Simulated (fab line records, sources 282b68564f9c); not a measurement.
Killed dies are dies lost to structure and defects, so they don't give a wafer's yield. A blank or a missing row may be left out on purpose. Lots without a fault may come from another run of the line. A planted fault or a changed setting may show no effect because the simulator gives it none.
Problem report in the 8D (eight disciplines) form, filled by code | flow rit_cmos | the parts of the form that need people (team, actions taken, sign-off) are left out

1. THE PROBLEM
M1_AL_RS at RIT_M1_RS_MEAS_01 reads a mean of 0.0652 ohm/sq on 6 wafers of 2 lots; wafers without a fault read 0.0735 ohm/sq with a standard deviation of 0.00098. That is -8.5 standard deviations from the usual mean.
The step: measures by four-point-probe.
First seen on wafer L848.1, day 6 19:01, on film_metro-02. The record holds 42 wafers of 14 lots with a number at this step. Rule for "out", or "out of limits": more than 4 standard deviations from the usual mean. The other wafers with a number count as sound.

2. WHAT IT IS AND WHAT IT IS NOT
question                    | is                           | is not
which readings at this step | M1_AL_RS                     | -
which lots                  | L848, L854                   | L832, L833, L834, L836, L838, L839, L840, L842, L843, L844, L846, L849
which wafers of those lots  | all that have a number       | -
read on which gauges        | film_metro-02, film_metro-04 | film_metro-03
when                        | from day 6 19:01             | up to then (33 sound wafers); but 3 sound wafers of L849 came after

3. SUSPECTS, AND WHAT RULES EACH OUT
Counting: a tool at a process step up to the reading stays a suspect if it ran every lot that is out and no sound lot after the first of them.
- the gauge at RIT_M1_RS_MEAS_01: ruled out. The wafers that are out were read on 2 gauges (film_metro-02, film_metro-04).
- pvd_sputter-03 at RIT_M1_SPUTTER_00 (material Al, target thk 400 nm, time 500 s): kept. It ran every lot that is out, first L848 (day 6 18:43), and no sound lot after that; its last sound lot up to then is L846 (day 6 06:10).
Left after counting: pvd_sputter-03 at RIT_M1_SPUTTER_00.

4. THE CAUSE (what the simulator had put in)
Process parameter drift: pvd_sputter-03, from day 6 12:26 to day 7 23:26, at RIT_M1_SPUTTER_00. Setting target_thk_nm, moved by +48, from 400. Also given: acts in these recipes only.
Counting left only this tool.

5. THE CHAIN OF EFFECTS, in route order
Each row: a reading whose mean over the struck wafers that have a number lies more than 3 standard deviations from the usual. Only readings for which the record gives a usual standard deviation are gone through. hours: the time from each lot's start at the first step in this table that gives one to its start at this step, as a median over the lots. sigmas: the change in usual standard deviations.
hours | step                 | reading        | usual         | on struck wafers | change  | sigmas
0     | RIT_M1_RS_MEAS_01    | M1_AL_RS       | 0.0735 ohm/sq | 0.0652           | -0.0083 | -8.5
0     | RIT_M1_THK_MEAS_02   | M1_AL_THK      | 407 nm        | 458              | +51     | +8.7
2     | RIT_M1_METAL_ETCH_12 | oes_product_au | 0.773 a.u.    | 0.826            | +0.053  | +4.4
The process steps in it:
- RIT_M1_METAL_ETCH_12: etches Al in Cl2/BCl3, stops on SiO2, time 165 s, target depth 600 nm.

6. WHAT WOULD HAVE CAUGHT IT SOONER
In this record the first reading out of limits at a measuring or inspecting step was taken at day 6 19:01, 7 hours after the fault began at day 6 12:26.
Of the tool readings at RIT_M1_SPUTTER_00 for which the record gives a usual standard deviation, none was out on any struck wafer, so an alarm limit of 4 standard deviations on them would not have fired.
Of the lots that are out (2), L854 began RIT_M1_SPUTTER_00 on pvd_sputter-03 after day 6 19:01. A hold on the tool at that time would have spared it.
